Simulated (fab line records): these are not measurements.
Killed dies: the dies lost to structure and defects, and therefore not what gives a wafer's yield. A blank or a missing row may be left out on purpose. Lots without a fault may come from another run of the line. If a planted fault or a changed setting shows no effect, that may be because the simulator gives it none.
One fault through the eyes of 2 desks | flow berkeleyCmos170 | only its own numbers are on each desk; what lay behind them is given at the end

## METROLOGY DESK
What the gauges read, lot by lot, whatever tool the lot ran on: means of the sampled wafers that have a number. Marked OUT: a lot whose mean sits more than 4 standard deviations from the usual mean, which makes it out of limits; the brackets give that distance.
Columns: A = NLDD_OVL at UCB170_NLDD_OVL_MEAS_07, usual 2 nm; B = CONTACT_OVL at UCB170_CONTACT_OVL_MEAS_16, usual -2 nm; C = M1_AL_RS at UCB170_M1_RS_MEAS_01, usual 0.0485 ohm/sq; D = M1_AL_THK at UCB170_M1_THK_MEAS_02, usual 594 nm
lot  | first seen here | A  | B   | C                | D
L779 | day 8 02:16     | -7 | 0   | 0.0483           | 597
L778 | day 8 02:37     | 0  | -3  | 0.0487           | 592
L783 | day 8 07:52     | 3  | -3  | 0.0492           | 587
L780 | day 8 09:05     | 10 | -5  | 0.0485           | 595
L777 | day 8 09:13     | -4 | -1  | 0.0484           | 596
L782 | day 8 09:30     | -0 | -1  | 0.0482           | 599
L785 | day 9 03:04     | 2  | -11 | 0.0574 (+18) OUT | 507 (-12) OUT
L788 | day 9 03:10     | 6  | -1  | 0.0569 (+18) OUT | 504 (-12) OUT
L789 | day 9 14:46     | -1 | 2   | 0.0482           | 595
L786 | day 9 15:27     | 3  | -1  | 0.0570 (+18) OUT | 506 (-12) OUT
L793 | day 11 02:19    | -2 | -6  | 0.0484           | 592
L797 | day 11 02:30    | 11 | 7   | 0.0484           | 597
L795 | day 11 02:36    | 2  | -6  | 0.0485           | 597
L800 | day 12 01:33    | 6  | -1  | 0.0493           | 579
L799 | day 12 02:13    | -5 | -1  | 0.0484           | 598
This desk reports L785, L786, L788 out of limits; the earliest was L785 at day 9 21:40 (M1_AL_RS at UCB170_M1_RS_MEAS_01). In limits: L779, L778, L783, L780, L777, L782, L789, L793, L797, L795, L800, L799.

## AT THE TOOL OWNER'S DESK: pvdSputter-01
The tool's own readings at UCB170_M1_SPUTTER_00 (material Al, target thk 600 nm, time 80 s): means of the sampled wafers that have a number, for each lot that ran on this tool. Marked OUT: a lot whose mean sits more than 4 standard deviations from the usual mean, which makes it out of limits; the brackets give that distance.
Columns: A = cathodeDcPowerW at UCB170_M1_SPUTTER_00, usual 6000.0 W; B = throttleValvePct at UCB170_M1_SPUTTER_00, usual 30.1 %
lot  | first seen here | A                        | B
L783 | day 9 03:49     | 6000.4                   | 29.8
L782 | day 9 05:18     | 6000.1                   | 29.7
L785 | day 9 21:37     | 5078.6 (-99 or more) OUT | 29.7
L788 | day 10 03:04    | 5078.6 (-99 or more) OUT | 29.8
L786 | day 10 13:15    | 5079.4 (-99 or more) OUT | 29.7
Finding of this desk: L785, L786, L788 out of limits; the first was L785 at day 9 21:37, on cathodeDcPowerW at UCB170_M1_SPUTTER_00. In limits: L783, L782.

## BROUGHT TOGETHER
The tool owner's desk had the chance to raise an alarm at day 9 21:37 on L785, L786, L788.
Metrology desk: alarm possible at day 9 21:40 on L785, L786, L788.
UCB170_M1_SPUTTER_00 was run on pvdSputter-01 by each of the lots named.

## WHAT THE SIMULATOR HAD INSERTED
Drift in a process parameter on pvdSputter-01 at UCB170_M1_SPUTTER_00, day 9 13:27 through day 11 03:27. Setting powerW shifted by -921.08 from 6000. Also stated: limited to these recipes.
Struck lots among those shown: L785, L786, L788.
Hours from the fault's start to each desk's first reading out of limits: the tool owner's desk, 8; the metrology desk, 8.
